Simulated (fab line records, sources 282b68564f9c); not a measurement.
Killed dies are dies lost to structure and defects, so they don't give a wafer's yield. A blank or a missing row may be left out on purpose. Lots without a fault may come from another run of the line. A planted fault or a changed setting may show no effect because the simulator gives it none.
Tool commonality check | flow rit_cmos | 15 lots, 45 wafers sampled

WHY IT WAS OPENED
At RIT_NRETRO_OVL_MEAS_06 the reading NRETRO_OVL is flagged on 3 of 15 lots. Wafers without a fault read -0.1 nm, standard deviation 2.
Rule: a lot is flagged when every wafer of it that has a number lies more than 4 standard deviations from that mean, or none has a number. The other lots count as sound.

lot  | measured    | on         | NRETRO_OVL (nm), wafer by wafer | flag
L490 | day 2 06:14 | overlay-01 | 2.7 1.3 1.2                     |
L492 | day 2 15:16 | overlay-01 | 3.2 1.8 2.2                     |
L493 | day 2 20:31 | overlay-02 | 0.9 0.3 0.9                     |
L494 | day 3 01:44 | overlay-02 | -2.1 -0.5 -3.0                  |
L496 | day 3 11:51 | overlay-01 | 1.1 0.5 0.0                     |
L497 | day 3 15:57 | overlay-02 | -1.6 -2.7 -2.8                  |
L498 | day 3 22:39 | overlay-02 | -2.5 -1.9 -1.6                  |
L500 | day 4 06:52 | overlay-01 | 1.9 2.6 1.8                     |
L501 | day 4 13:14 | overlay-01 | -183.1 -180.9 -183.2            | FLAGGED
L502 | day 4 16:56 | overlay-02 | -0.2 0.3 -0.6                   |
L503 | day 4 23:22 | overlay-01 | -0.8 -0.1 0.2                   |
L505 | day 5 08:14 | overlay-01 | -179.3 -179.0 -181.1            | FLAGGED
L506 | day 5 13:12 | overlay-02 | -182.8 -182.7 -181.5            | FLAGGED
L508 | day 5 23:13 | overlay-02 | 1.8 0.0 0.8                     |
L509 | day 6 05:32 | overlay-02 | -0.1 1.5 0.8                    |
The numbers of the flagged lots are -181.5 nm on average: -181.4 nm against the usual, or -91 standard deviations.

WHICH TOOL RAN EACH LOT
The record holds 1 process step before the reading, out of a route of 202 steps. In each cell: the tool, then ch and the chambers that the sampled wafers went through, then the start.
lot  | flag    | RIT_NRETRO_EXPOSE_03
L490 |         | iline_stepper-01 ch 0, day 2 05:49
L492 |         | iline_stepper-01 ch 0, day 2 14:35
L493 |         | iline_stepper-01 ch 0, day 2 20:05
L494 |         | iline_stepper-02 ch 0, day 3 01:20
L496 |         | iline_stepper-01 ch 0, day 3 11:27
L497 |         | iline_stepper-02 ch 0, day 3 15:31
L498 |         | iline_stepper-02 ch 0, day 3 22:13
L500 |         | iline_stepper-01 ch 0, day 4 06:28
L501 | FLAGGED | iline_stepper-02 ch 0, day 4 12:49
L502 |         | iline_stepper-01 ch 0, day 4 16:30
L503 |         | iline_stepper-01 ch 0, day 4 22:56
L505 | FLAGGED | iline_stepper-02 ch 0, day 5 07:49
L506 | FLAGGED | iline_stepper-02 ch 0, day 5 12:48
L508 |         | iline_stepper-01 ch 0, day 5 22:47
L509 |         | iline_stepper-01 ch 0, day 6 05:07
What these steps do:
- RIT_NRETRO_EXPOSE_03: exposes mask M4, target cd 43900 nm.
- RIT_NRETRO_OVL_MEAS_06

FLAGGED OVER TOTAL, TOOL BY TOOL (the gauges that took the reading come last)
step                   | tool             | lots run | flagged | share of the flagged lots | sound lots run after its first flagged lot
RIT_NRETRO_EXPOSE_03   | iline_stepper-01 | 9        | 0       | none                      | -
RIT_NRETRO_EXPOSE_03   | iline_stepper-02 | 6        | 3       | all                       | 0
RIT_NRETRO_OVL_MEAS_06 | overlay-01       | 7        | 2       | some                      | 1 (L503)
RIT_NRETRO_OVL_MEAS_06 | overlay-02       | 8        | 1       | some                      | 2 (L508,L509)

WHAT THE TABLE ALLOWS
1 row of the table ran every flagged lot: iline_stepper-02 at RIT_NRETRO_EXPOSE_03.
- iline_stepper-02 at RIT_NRETRO_EXPOSE_03: 3 of its 6 lots flagged. Its last sound lot is L498 (day 3 22:13), its first flagged lot L501 (day 4 12:49): a fault that began between those two fits.
One tool is left: iline_stepper-02 at RIT_NRETRO_EXPOSE_03.

WHAT THE SIMULATOR HAD PUT IN
Scanner matching overlay: iline_stepper-02, from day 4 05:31 on, at RIT_NRETRO_EXPOSE_03. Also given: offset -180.
Lots struck among those shown: L501, L505, L506. The rule above found the same.
